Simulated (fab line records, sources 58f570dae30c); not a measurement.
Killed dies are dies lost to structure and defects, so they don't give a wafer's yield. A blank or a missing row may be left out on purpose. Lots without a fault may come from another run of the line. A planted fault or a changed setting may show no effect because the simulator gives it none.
Chamber matching | flow berkeley_cmos170 | UCB170_V2_CMP_02 on cmp-02: 4 sister chambers
The step polishes SiO2. 8 wafers are shown with their chamber, then 8 later ones without.

WAFERS WITH THEIR CHAMBER
wafer  | chamber | motor_current_A (A)
L979.5 | 1       | 15.9
L984.1 | 3       | 15.5
L984.2 | 2       | 14.8
L984.3 | 0       | 13.2
L985.1 | 3       | 15.9
L985.4 | 1       | 16.8
L985.6 | 0       | 12.8
L994.2 | 2       | 16.1

WAFERS WITHOUT THEIR CHAMBER
wafer  | motor_current_A (A)
L994.3 | 16.1
L994.5 | 15.8
L993.2 | 16.2
L993.4 | 16.5
L993.6 | 16.6
L998.3 | 16.2
L998.5 | 16.0
L998.6 | 15.8

WHICH CHAMBER EACH WENT THROUGH
wafer  | from the rows above          | in truth
L994.3 | can't be placed: 1 or 3 or 2 | 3
L994.5 | can't be placed: 3 or 2 or 1 | 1
L993.2 | can't be placed: 1 or 3 or 2 | 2
L993.4 | can't be placed: 1 or 3 or 2 | 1
L993.6 | can't be placed: 1 or 3 or 2 | 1
L998.3 | can't be placed: 1 or 3 or 2 | 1
L998.5 | can't be placed: 3 or 1 or 2 | 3
L998.6 | can't be placed: 3 or 2 or 1 | 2
Placed correctly: 0 of 8. Can't be placed from these rows: 8 (the true chamber is among the candidates in 8). Placed wrongly: 0.
How it was worked out, from the rows above alone: a wafer's distance from a chamber is the root of the sum, over the readings, of the square of ((its reading less the chamber's mean) divided by the reading's scatter). The wafer belongs to the nearest chamber; if the next one is less than 2 further off, it can't be placed. A chamber's mean is the mean of its shown wafers. The scatter: the root of (the sum of the squares of (reading less its chamber's mean) over the shown wafers, divided by (wafers less chambers)).
